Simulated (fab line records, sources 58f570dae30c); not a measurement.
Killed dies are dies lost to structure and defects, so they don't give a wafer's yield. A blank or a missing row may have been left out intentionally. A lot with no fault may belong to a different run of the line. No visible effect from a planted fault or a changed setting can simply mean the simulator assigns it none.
Code-filled problem report in 8D (eight disciplines) form || flow berkeley cmos170 || the parts of the form that need people (team, actions taken, sign-off) are left out

1. WHAT WENT WRONG
Mean PLDD_TW at UCB170_PLDD_TW_MEAS_11: 956 over 6 wafers in 2 lots; fault-free wafers: 1016, standard deviation 4.8. Relative to the usual mean, that is a shift of -13 standard deviations.
First seen on wafer L675.2, day 7 14:38, on film metro-03. The record holds 42 wafers of 14 lots with a number at this step. The rule behind "out" and "out of limits": a value lying over 4 standard deviations away from the usual mean. The other wafers with a number count as sound.

2. WHAT IT IS; WHAT IT IS NOT
{"question": "which readings at this step", "is": "PLDD_TW", "is not": "-"}
{"question": "which lots", "is": "L675, L679", "is not": "L669, L672, L673, L674, L678, L681, L685, L686, L687, L688, L690, L691"}
{"question": "which wafers of those lots", "is": "all that have a number", "is not": "-"}
{"question": "read on which gauges", "is": "film metro-03, film metro-04", "is not": "film metro-02"}
{"question": "when", "is": "from day 7 14:38", "is not": "up to then (9 sound wafers); but 27 sound wafers of L674, L678, L681, L685, L686, L687, L688, L690, L691 came after"}

3. SUSPECTS, AND WHAT RULES EACH OUT
Counting: a tool at a process step up to the reading stays a suspect if it ran every lot that is out and no sound lot after the first of them.
- ruled out: the gauge at UCB170_PLDD_TW_MEAS_11. Those wafers that are out were read across 2 gauges (film metro-03, film metro-04).
- implanter-01 at UCB170_PLDD_IMPLANT_08: ruled out as a lasting fault. Sound lots L690 ran on it after its first lot that is out, L675 (day 7 14:14).
Left after counting: nothing in the record.

4. THE CAUSE (what the simulator had put in)
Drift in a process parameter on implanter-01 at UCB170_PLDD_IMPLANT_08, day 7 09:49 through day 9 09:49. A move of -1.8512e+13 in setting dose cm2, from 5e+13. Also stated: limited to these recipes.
Counting ruled it out, wrongly: the rule takes a fault to strike every lot that its tool runs from its start on, and this one did not.

5. THE EFFECT CHAIN, in route order
Each row: a reading whose mean over the struck wafers that have a number lies more than 3 standard deviations from the usual. Scope: only readings with a usual standard deviation given in the record; hours: median across lots of the time from each lot's start at the first step in this table that gives one to its start at this step; sigmas: change in usual standard deviations.
{"hours": 0, "step": "UCB170_PLDD_IMPLANT_08", "reading": "dose ions cm2", "usual": 4.999e+13, "on struck wafers": 3.146e+13, "change": -1.853e+13, "sigmas": "-99 or more"}
{"hours": 0, "step": "UCB170_PLDD_IMPLANT_08", "reading": "faraday current uA", "usual": 159, "on struck wafers": 101, "change": -58, "sigmas": -18}
{"hours": 0, "step": "UCB170_PLDD_TW_MEAS_11", "reading": "PLDD_TW", "usual": 1016, "on struck wafers": 956, "change": -60, "sigmas": -13}
{"hours": 14, "step": "UCB170_SDANNEAL_RS_MEAS_04", "reading": "PLDD_RS", "usual": "1032 ohm/sq", "on struck wafers": 1216, "change": "+184", "sigmas": "+59"}
Process steps it contains:
- UCB170_PLDD_IMPLANT_08

6. WHAT WOULD HAVE CAUGHT IT SOONER
In this record the first reading out of limits at a measuring or inspecting step was taken at day 7 14:38, 5 hours after the fault began at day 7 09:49.
The tool's own readings at UCB170_PLDD_IMPLANT_08 were out on every struck wafer that the step has a row for (dose ions cm2, faraday current uA): an alarm limit on them would have fired on the first of those.
